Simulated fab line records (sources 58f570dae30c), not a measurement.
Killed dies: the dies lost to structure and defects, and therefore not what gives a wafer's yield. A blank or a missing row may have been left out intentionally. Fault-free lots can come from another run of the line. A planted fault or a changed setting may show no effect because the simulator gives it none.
Which of the tools did it? :: flow berkeley-cmos170 :: 14 lots, 42 wafers sampled, at 5 steps of a route of 331

## WHAT EACH GAUGE READ, for each wafer
UCB170_START_THK_MEAS_03.
lot: L934
measured: day 1 11:56
on: film-metro-01
START_OXIDE_THK (nm): 19.8 19.4 19.6

lot: L935
measured: day 1 21:17
on: film-metro-04
START_OXIDE_THK (nm): 19.9 19.9 20.2

lot: L937
measured: day 2 08:44
on: film-metro-03
START_OXIDE_THK (nm): 20.6 20.7 20.5

lot: L939
measured: day 2 17:01
on: film-metro-04
START_OXIDE_THK (nm): 19.8 19.5 19.2

lot: L941
measured: day 3 05:32
on: film-metro-01
START_OXIDE_THK (nm): 19.5 19.7 19.5

lot: L942
measured: day 3 05:32
on: film-metro-03
START_OXIDE_THK (nm): 19.9 20.2 20.1

lot: L943
measured: day 3 11:53
on: film-metro-04
START_OXIDE_THK (nm): 20.3 20.3 20.9

lot: L944
measured: day 3 15:55
on: film-metro-03
START_OXIDE_THK (nm): 20.1 20.1 20.2

lot: L950
measured: day 4 22:06
on: film-metro-04
START_OXIDE_THK (nm): 20.2 20.2 20.2

lot: L952
measured: day 5 08:35
on: film-metro-01
START_OXIDE_THK (nm): 20.2 20.1 19.9

lot: L953
measured: day 5 13:20
on: film-metro-03
START_OXIDE_THK (nm): 20.3 20.5 20.9

lot: L954
measured: day 5 19:41
on: film-metro-04
START_OXIDE_THK (nm): 20.2 20.1 20.3

lot: L955
measured: day 6 00:08
on: film-metro-01
START_OXIDE_THK (nm): 19.4 19.6 20.4

lot: L957
measured: day 6 12:07
on: film-metro-04
START_OXIDE_THK (nm): 19.3 19.3 19.4

UCB170_PVT_TW_MEAS_09.
lot: L934
measured: day 5 10:13
on: film-metro-02
PVT_TW: 500 499 500

lot: L935
measured: day 5 23:52
on: film-metro-02
PVT_TW: 498 500 497

lot: L937
measured: day 6 18:17
on: film-metro-03
PVT_TW: 510 514 511

lot: L939
measured: day 7 05:38
on: film-metro-04
PVT_TW: 517 517 518

lot: L941
measured: day 6 22:37
on: film-metro-03
PVT_TW: 509 512 509

lot: L942
measured: day 7 06:14
on: film-metro-02
PVT_TW: 29 29 29

lot: L943
measured: day 7 05:59
on: film-metro-02
PVT_TW: 29 29 29

lot: L944
measured: day 7 05:41
on: film-metro-02
PVT_TW: 495 496 496

lot: L950
measured: day 8 20:50
on: film-metro-02
PVT_TW: 495 498 495

lot: L952
measured: day 9 09:02
on: film-metro-04
PVT_TW: 520 517 520

lot: L953
measured: day 9 15:44
on: film-metro-02
PVT_TW: 499 504 500

lot: L954
measured: day 9 21:36
on: film-metro-04
PVT_TW: 518 518 521

lot: L955
measured: day 9 22:07
on: film-metro-04
PVT_TW: 520 517 520

lot: L957
measured: day 10 13:04
on: film-metro-02
PVT_TW: 497 494 501

## WHAT TOOL EACH LOT RAN ON (gives the tool, then ch and the chambers of the sampled wafers, and finally the start)
lot: L934
UCB170_ZERO_STRIP_07: plasma-asher-02 ch 0,1, day 1 19:38
UCB170_NVT_STRIP_08: plasma-asher-01 ch 0,1, day 5 07:41
UCB170_PVT_STRIP_08: plasma-asher-03 ch 0,1, day 5 10:07

lot: L935
UCB170_ZERO_STRIP_07: plasma-asher-02 ch 0,1, day 2 04:20
UCB170_NVT_STRIP_08: plasma-asher-03 ch 0,1, day 5 19:59
UCB170_PVT_STRIP_08: plasma-asher-03 ch 0,1, day 5 23:46

lot: L937
UCB170_ZERO_STRIP_07: plasma-asher-04 ch 0,1, day 2 15:02
UCB170_NVT_STRIP_08: plasma-asher-01 ch 1, day 6 15:09
UCB170_PVT_STRIP_08: plasma-asher-01 ch 0,1, day 6 18:11

lot: L939
UCB170_ZERO_STRIP_07: plasma-asher-02 ch 0,1, day 3 00:44
UCB170_NVT_STRIP_08: plasma-asher-01 ch 0,1, day 7 02:37
UCB170_PVT_STRIP_08: plasma-asher-03 ch 0,1, day 7 05:32

lot: L941
UCB170_ZERO_STRIP_07: plasma-asher-04 ch 0,1, day 3 09:36
UCB170_NVT_STRIP_08: plasma-asher-01 ch 0,1, day 6 20:37
UCB170_PVT_STRIP_08: plasma-asher-04 ch 0,1, day 6 22:31

lot: L942
UCB170_ZERO_STRIP_07: plasma-asher-02 ch 0,1, day 3 09:50
UCB170_NVT_STRIP_08: plasma-asher-01 ch 0,1, day 7 03:18
UCB170_PVT_STRIP_08: plasma-asher-03 ch 0,1, day 7 06:08

lot: L943
UCB170_ZERO_STRIP_07: plasma-asher-02 ch 0,1, day 3 15:27
UCB170_NVT_STRIP_08: plasma-asher-02 ch 0,1, day 7 03:04
UCB170_PVT_STRIP_08: plasma-asher-04 ch 0,1, day 7 05:53

lot: L944
UCB170_ZERO_STRIP_07: plasma-asher-04 ch 0,1, day 3 20:13
UCB170_NVT_STRIP_08: plasma-asher-01 ch 0,1, day 7 02:20
UCB170_PVT_STRIP_08: plasma-asher-01 ch 0,1, day 7 05:35

lot: L950
UCB170_ZERO_STRIP_07: plasma-asher-04 ch 0,1, day 5 02:57
UCB170_NVT_STRIP_08: plasma-asher-02 ch 0,1, day 8 17:17
UCB170_PVT_STRIP_08: plasma-asher-04 ch 0,1, day 8 20:44

lot: L952
UCB170_ZERO_STRIP_07: plasma-asher-03 ch 0,1, day 5 13:55
UCB170_NVT_STRIP_08: plasma-asher-01 ch 0,1, day 9 05:22
UCB170_PVT_STRIP_08: plasma-asher-01 ch 0,1, day 9 08:56

lot: L953
UCB170_ZERO_STRIP_07: plasma-asher-03 ch 0,1, day 5 19:46
UCB170_NVT_STRIP_08: plasma-asher-02 ch 0,1, day 9 13:56
UCB170_PVT_STRIP_08: plasma-asher-04 ch 0,1, day 9 15:38

lot: L954
UCB170_ZERO_STRIP_07: plasma-asher-04 ch 0, day 6 02:48
UCB170_NVT_STRIP_08: plasma-asher-02 ch 0,1, day 9 19:50
UCB170_PVT_STRIP_08: plasma-asher-04 ch 0,1, day 9 21:30

lot: L955
UCB170_ZERO_STRIP_07: plasma-asher-02 ch 0,1, day 6 08:10
UCB170_NVT_STRIP_08: plasma-asher-01 ch 0,1, day 9 20:15
UCB170_PVT_STRIP_08: plasma-asher-01 ch 0,1, day 9 22:01

lot: L957
UCB170_ZERO_STRIP_07: plasma-asher-03 ch 0,1, day 6 19:14
UCB170_NVT_STRIP_08: plasma-asher-03 ch 0,1, day 10 10:21
UCB170_PVT_STRIP_08: plasma-asher-04 ch 0,1, day 10 12:59
- UCB170_ZERO_STRIP_07: strips in O2.
- UCB170_NVT_STRIP_08: strips in O2.
- UCB170_PVT_STRIP_08: strips in O2.

## AS READ BY THE TOOLS THEMSELVES (means over the sampled wafers that have a number; for cases with no such wafer, the mark the record gives instead)
UCB170_ZERO_STRIP_07.
lot: L934
tool: plasma-asher-02
chamber-pressure-mTorr (mTorr): 3501.7
drypump-motor-current-A (A): 5.9
oes-product-au (a.u.): 0.730
strip-time-to-endpoint-s (s): 21.49

lot: L935
tool: plasma-asher-02
chamber-pressure-mTorr (mTorr): 3498.5
drypump-motor-current-A (A): 5.8
oes-product-au (a.u.): 0.728
strip-time-to-endpoint-s (s): 21.55

lot: L937
tool: plasma-asher-04
chamber-pressure-mTorr (mTorr): 3501.2
drypump-motor-current-A (A): 5.3
oes-product-au (a.u.): 0.730
strip-time-to-endpoint-s (s): 21.45

lot: L939
tool: plasma-asher-02
chamber-pressure-mTorr (mTorr): 3500.5
drypump-motor-current-A (A): 5.9
oes-product-au (a.u.): 0.724
strip-time-to-endpoint-s (s): 21.57

lot: L941
tool: plasma-asher-04
chamber-pressure-mTorr (mTorr): 3501.7
drypump-motor-current-A (A): 5.3
oes-product-au (a.u.): 0.730
strip-time-to-endpoint-s (s): 21.59

lot: L942
tool: plasma-asher-02
chamber-pressure-mTorr (mTorr): 3503.8
drypump-motor-current-A (A): 5.8
oes-product-au (a.u.): 0.727
strip-time-to-endpoint-s (s): 21.49

lot: L943
tool: plasma-asher-02
chamber-pressure-mTorr (mTorr): 3499.6
drypump-motor-current-A (A): 5.9
oes-product-au (a.u.): 0.728
strip-time-to-endpoint-s (s): 21.54

lot: L944
tool: plasma-asher-04
chamber-pressure-mTorr (mTorr): 3497.6
drypump-motor-current-A (A): 5.4
oes-product-au (a.u.): 0.723
strip-time-to-endpoint-s (s): 21.51

lot: L950
tool: plasma-asher-04
chamber-pressure-mTorr (mTorr): 3501.8
drypump-motor-current-A (A): 5.4
oes-product-au (a.u.): 0.730
strip-time-to-endpoint-s (s): 21.56

lot: L952
tool: plasma-asher-03
chamber-pressure-mTorr (mTorr): 3499.8
drypump-motor-current-A (A): 5.6
oes-product-au (a.u.): 0.724
strip-time-to-endpoint-s (s): 21.41

lot: L953
tool: plasma-asher-03
chamber-pressure-mTorr (mTorr): 3501.5
drypump-motor-current-A (A): 5.6
oes-product-au (a.u.): 0.727
strip-time-to-endpoint-s (s): 21.56

lot: L954
tool: plasma-asher-04
chamber-pressure-mTorr (mTorr): 3502.4
drypump-motor-current-A (A): 5.4
oes-product-au (a.u.): 0.727
strip-time-to-endpoint-s (s): 21.64

lot: L955
tool: plasma-asher-02
chamber-pressure-mTorr (mTorr): 3499.6
drypump-motor-current-A (A): 5.8
oes-product-au (a.u.): 0.730
strip-time-to-endpoint-s (s): 21.54

lot: L957
tool: plasma-asher-03
chamber-pressure-mTorr (mTorr): 3502.2
drypump-motor-current-A (A): 5.6
oes-product-au (a.u.): 0.729
strip-time-to-endpoint-s (s): 21.48

UCB170_NVT_STRIP_08.
lot: L934
tool: plasma-asher-01
chamber-pressure-mTorr (mTorr): 3499
drypump-motor-current-A (A): 5.9
oes-product-au (a.u.): 0.733
strip-time-to-endpoint-s (s): 21.31

lot: L935
tool: plasma-asher-03
chamber-pressure-mTorr (mTorr): 3499
drypump-motor-current-A (A): 5.6
oes-product-au (a.u.): 0.734
strip-time-to-endpoint-s (s): 21.46

lot: L937
tool: plasma-asher-01
chamber-pressure-mTorr (mTorr): 3496
drypump-motor-current-A (A): 6.0
oes-product-au (a.u.): 0.733
strip-time-to-endpoint-s (s): 21.41

lot: L939
tool: plasma-asher-01
chamber-pressure-mTorr (mTorr): 3500
drypump-motor-current-A (A): 5.8
oes-product-au (a.u.): 0.736
strip-time-to-endpoint-s (s): 21.40

lot: L941
tool: plasma-asher-01
chamber-pressure-mTorr (mTorr): 3501
drypump-motor-current-A (A): 5.7
oes-product-au (a.u.): 0.735
strip-time-to-endpoint-s (s): 21.29

lot: L942
tool: plasma-asher-01
chamber-pressure-mTorr (mTorr): -
drypump-motor-current-A (A): -
oes-product-au (a.u.): -
strip-time-to-endpoint-s (s): -

lot: L943
tool: plasma-asher-02
chamber-pressure-mTorr (mTorr): -
drypump-motor-current-A (A): -
oes-product-au (a.u.): -
strip-time-to-endpoint-s (s): -

lot: L944
tool: plasma-asher-01
chamber-pressure-mTorr (mTorr): 3503
drypump-motor-current-A (A): 5.7
oes-product-au (a.u.): 0.737
strip-time-to-endpoint-s (s): 21.42

lot: L950
tool: plasma-asher-02
chamber-pressure-mTorr (mTorr): 3502
drypump-motor-current-A (A): 5.9
oes-product-au (a.u.): 0.736
strip-time-to-endpoint-s (s): 21.46

lot: L952
tool: plasma-asher-01
chamber-pressure-mTorr (mTorr): 3501
drypump-motor-current-A (A): 5.7
oes-product-au (a.u.): 0.730
strip-time-to-endpoint-s (s): 21.39

lot: L953
tool: plasma-asher-02
chamber-pressure-mTorr (mTorr): 3497
drypump-motor-current-A (A): 5.8
oes-product-au (a.u.): 0.734
strip-time-to-endpoint-s (s): 21.49

lot: L954
tool: plasma-asher-02
chamber-pressure-mTorr (mTorr): 3499
drypump-motor-current-A (A): 5.9
oes-product-au (a.u.): 0.734
strip-time-to-endpoint-s (s): 21.46

lot: L955
tool: plasma-asher-01
chamber-pressure-mTorr (mTorr): 3498
drypump-motor-current-A (A): 5.9
oes-product-au (a.u.): 0.737
strip-time-to-endpoint-s (s): 21.27

lot: L957
tool: plasma-asher-03
chamber-pressure-mTorr (mTorr): 3503
drypump-motor-current-A (A): 5.3
oes-product-au (a.u.): 0.734
strip-time-to-endpoint-s (s): 21.44

UCB170_PVT_STRIP_08.
lot: L934
tool: plasma-asher-03
chamber-pressure-mTorr (mTorr): 3501
drypump-motor-current-A (A): 5.4
oes-product-au (a.u.): 0.722
strip-time-to-endpoint-s (s): 21.65

lot: L935
tool: plasma-asher-03
chamber-pressure-mTorr (mTorr): 3501
drypump-motor-current-A (A): 5.6
oes-product-au (a.u.): 0.726
strip-time-to-endpoint-s (s): 21.65

lot: L937
tool: plasma-asher-01
chamber-pressure-mTorr (mTorr): 3503
drypump-motor-current-A (A): 5.7
oes-product-au (a.u.): 0.724
strip-time-to-endpoint-s (s): 21.73

lot: L939
tool: plasma-asher-03
chamber-pressure-mTorr (mTorr): 3501
drypump-motor-current-A (A): 5.4
oes-product-au (a.u.): 0.724
strip-time-to-endpoint-s (s): 21.69

lot: L941
tool: plasma-asher-04
chamber-pressure-mTorr (mTorr): 3502
drypump-motor-current-A (A): 5.4
oes-product-au (a.u.): 0.726
strip-time-to-endpoint-s (s): 21.56

lot: L942
tool: plasma-asher-03
chamber-pressure-mTorr (mTorr): 3497
drypump-motor-current-A (A): 5.6
oes-product-au (a.u.): 0.730
strip-time-to-endpoint-s (s): 47.74

lot: L943
tool: plasma-asher-04
chamber-pressure-mTorr (mTorr): 3498
drypump-motor-current-A (A): 5.4
oes-product-au (a.u.): 0.727
strip-time-to-endpoint-s (s): 47.57

lot: L944
tool: plasma-asher-01
chamber-pressure-mTorr (mTorr): 3501
drypump-motor-current-A (A): 5.9
oes-product-au (a.u.): 0.728
strip-time-to-endpoint-s (s): 21.49

lot: L950
tool: plasma-asher-04
chamber-pressure-mTorr (mTorr): 3498
drypump-motor-current-A (A): 5.3
oes-product-au (a.u.): 0.727
strip-time-to-endpoint-s (s): 21.71

lot: L952
tool: plasma-asher-01
chamber-pressure-mTorr (mTorr): 3501
drypump-motor-current-A (A): 5.7
oes-product-au (a.u.): 0.730
strip-time-to-endpoint-s (s): 21.62

lot: L953
tool: plasma-asher-04
chamber-pressure-mTorr (mTorr): 3496
drypump-motor-current-A (A): 5.4
oes-product-au (a.u.): 0.723
strip-time-to-endpoint-s (s): 21.57

lot: L954
tool: plasma-asher-04
chamber-pressure-mTorr (mTorr): 3503
drypump-motor-current-A (A): 5.4
oes-product-au (a.u.): 0.720
strip-time-to-endpoint-s (s): 21.71

lot: L955
tool: plasma-asher-01
chamber-pressure-mTorr (mTorr): 3502
drypump-motor-current-A (A): 5.7
oes-product-au (a.u.): 0.724
strip-time-to-endpoint-s (s): 21.62

lot: L957
tool: plasma-asher-04
chamber-pressure-mTorr (mTorr): 3503
drypump-motor-current-A (A): 5.4
oes-product-au (a.u.): 0.724
strip-time-to-endpoint-s (s): 21.64

## THE ANSWER, worked out from the rows above alone
Rule: the usual values come from the lots themselves. The widest of any qualifying gaps counts: lots, ordered by their means at a reading, are off when they make up no more than a third of the lots, leave a main group of 4 or more, and stand apart from it by 3 or more times the standard deviation of that group's means. Not used: any main group whose means are identical at the precision the tables above print for the reading. A lot without any number at a reading at which 4 lots or more have one is off too. Any other lot the step has rows for is counted as sound. After the gauges, taken in route order, come the tools' own readings; for these a lot's mean is taken, as printed above. The first step at which some lot is off is used, and at that step the reading that is off furthest; a lot without a number counts as furthest.
Off: L942, L943, at UCB170_PVT_TW_MEAS_09 (PVT_TW). For the main group the mean is 507 and the standard deviation 9.5.
A tool fits if, at a process step before that reading, it ran every lot that is off, and no sound lot after the first of them. The gauges at UCB170_PVT_TW_MEAS_09 aren't tried: what is off there is off at UCB170_NVT_STRIP_08 too, on other tools, and a gauge's error can't cause that. Of those tried, none fits.

## WHAT THE SIMULATOR HAD PUT IN
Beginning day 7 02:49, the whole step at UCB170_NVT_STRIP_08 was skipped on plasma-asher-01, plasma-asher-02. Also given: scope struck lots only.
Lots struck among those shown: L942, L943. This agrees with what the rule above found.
